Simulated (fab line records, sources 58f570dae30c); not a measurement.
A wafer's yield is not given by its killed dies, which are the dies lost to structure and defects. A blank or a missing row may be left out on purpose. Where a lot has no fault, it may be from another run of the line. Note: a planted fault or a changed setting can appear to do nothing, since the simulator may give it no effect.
Struck lot and sound lot, side by side    flow berkeleyCmos170    21 steps out of a route of 331
Sound: these wafers, L866.1, L866.2, L866.4. Wafers struck: L878.3, L878.4, L878.5. At the end, the cause is stated.
For every step that has rows: the tool of each side, followed by ch and its chambers, followed by its first start. Under that, the readings that differ: sound wafers    struck wafers    difference of the means    sigmas: that difference in standard deviations of wafers without a fault.
alike: a reading whose means differ by less than 2 such deviations, as well as words and numbers matching on both sides. not compared: withheld readings; readings where some wafer has no value; bounds like >300 that might hide an equal value; numbers whose values overlap and for which the record gives no deviation.
A row with sigmas, a row that says differs or no value, or rows on one side alone: a step with any of these is where the two part. Numbers that don't overlap but have no deviation are shown without sigmas and don't part them. A reading that every wafer of one side lacks parts them only if that side has two wafers or more.

first, 1 step without rows for these wafers: UCB170_M3_PRE_CLEAN_00 (preclean etch time 60 s).
UCB170_M3_SPUTTER_01: material Al, target thk 900 nm, time 120 s.
  sound: pvdSputter-02 at day 8 16:40; struck: pvdSputter-04 at day 10 21:27
  alike: chamberPressurePa, throttleValvePct
UCB170_M3_RS_MEAS_02: uses a four-point probe to measure.
  sound: filmMetro-04 at day 8 16:44; struck: filmMetro-02 at day 10 21:34
  alike: M3_AL_RS
UCB170_M3_THK_MEAS_03: measures by xrf.
  sound: filmMetro-04 at day 8 16:52; struck: filmMetro-02 at day 10 21:40
  alike: M3_AL_THK
then, 3 steps without rows for these wafers: UCB170_M3_HMDS_04 (prime time 60 s); UCB170_M3_COAT_05 (resist thk 900 nm); UCB170_M3_SOFTBAKE_06 (time 60 s).
UCB170_M3_STRIP_07: strips in O2.
  sound on plasmaAsher-04 ch 0,1, day 8 17:22; struck on plasmaAsher-01 ch 0,1, day 10 22:28
reading                   sound              struck             difference  sigmas
stripTimeToEndpointS (s)  22.03 22.05 22.14  21.90 21.88 21.84  -0.20       -3
  alike: drypumpMotorCurrentA, oesProductAu
  not compared: rfHoursCounterH
then, 4 steps without rows for these wafers: UCB170_M3_STRIP_08 (strips KrF in DMSO, time 600 s); UCB170_M3_COAT_09; UCB170_M3_COAT_10 (resist thk 900 nm); UCB170_M3_SOFTBAKE_11 (time 60 s).
UCB170_M3_EXPOSE_12: exposes mask METAL3, target cd 700 nm.
  sound on krfScanner-01 ch 0, day 8 18:35; struck on krfScanner-01 ch 0, day 10 23:22
reading            sound              struck             difference  sigmas
exposureDoseMJCm2  26.45 26.47 26.50  26.20 26.20 26.22  -0.27       -6
  alike: mask
then, 2 steps without rows for these wafers: UCB170_M3_PEB_13; UCB170_M3_DEVELOP_14 (develop time 45 s).
UCB170_M3_CD_MEAS_15: target cd 700 nm.
  sound: cdSem-01 at day 8 19:38; struck: cdSem-01 at day 10 23:58
reading    sound              struck             difference  sigmas
cdNm (nm)  699.6 700.4 699.0  679.8 688.8 695.4  -11.7       -9
UCB170_M3_OVL_MEAS_16:
  sound: overlay-01 at day 8 19:46; struck: overlay-01 at day 11 00:04
  alike: M3_OVL
UCB170_M3_ETCH_17: etches BARC in N2/H2.
  sound on rieDiel-03 ch 0,1,3, day 8 19:48; struck on rieDiel-01 ch 0,2,3, day 11 00:05
reading             sound              struck             difference  sigmas
model.M3.cdNm (nm)  699.4 700.6 699.4  679.4 688.4 695.4  -12.1       
  alike: drypumpMotorCurrentA, h2FlowSccm, oesProductAu, rfFwdPowerW, throttleValvePct
UCB170_M3_METAL_ETCH_18: etches Al in Cl2/BCl3, stops on SiO2, target depth 1170 nm, time 195 s.
  sound on rieMetal-01 ch 0,1, day 8 19:50; struck on rieMetal-04 ch 0,1, day 11 00:11
reading             sound              struck           difference  sigmas
model.M3.cdNm (nm)  704.1 701.1 703.1  679.6 692.5 697  -13.1       
  alike: drypumpMotorCurrentA, oesProductAu, rfFwdPowerW, throttleValvePct
  not compared: rfHoursCounterH
UCB170_M3_STRIP_19: strips in O2.
  sound on plasmaAsher-04 ch 0,1, day 8 20:02; struck on plasmaAsher-02 ch 0,1, day 11 00:20
  alike: drypumpMotorCurrentA, oesProductAu
  not compared: rfHoursCounterH
UCB170_M3_PROBE_99:
  the record has rows for the sound wafers here (prober-02, day 8 20:26) and none for the struck ones

WHERE THEY PART
Last at UCB170_M3_PROBE_99 as far as this record goes, first at UCB170_M3_STRIP_07.

WHY: what the simulator had put in
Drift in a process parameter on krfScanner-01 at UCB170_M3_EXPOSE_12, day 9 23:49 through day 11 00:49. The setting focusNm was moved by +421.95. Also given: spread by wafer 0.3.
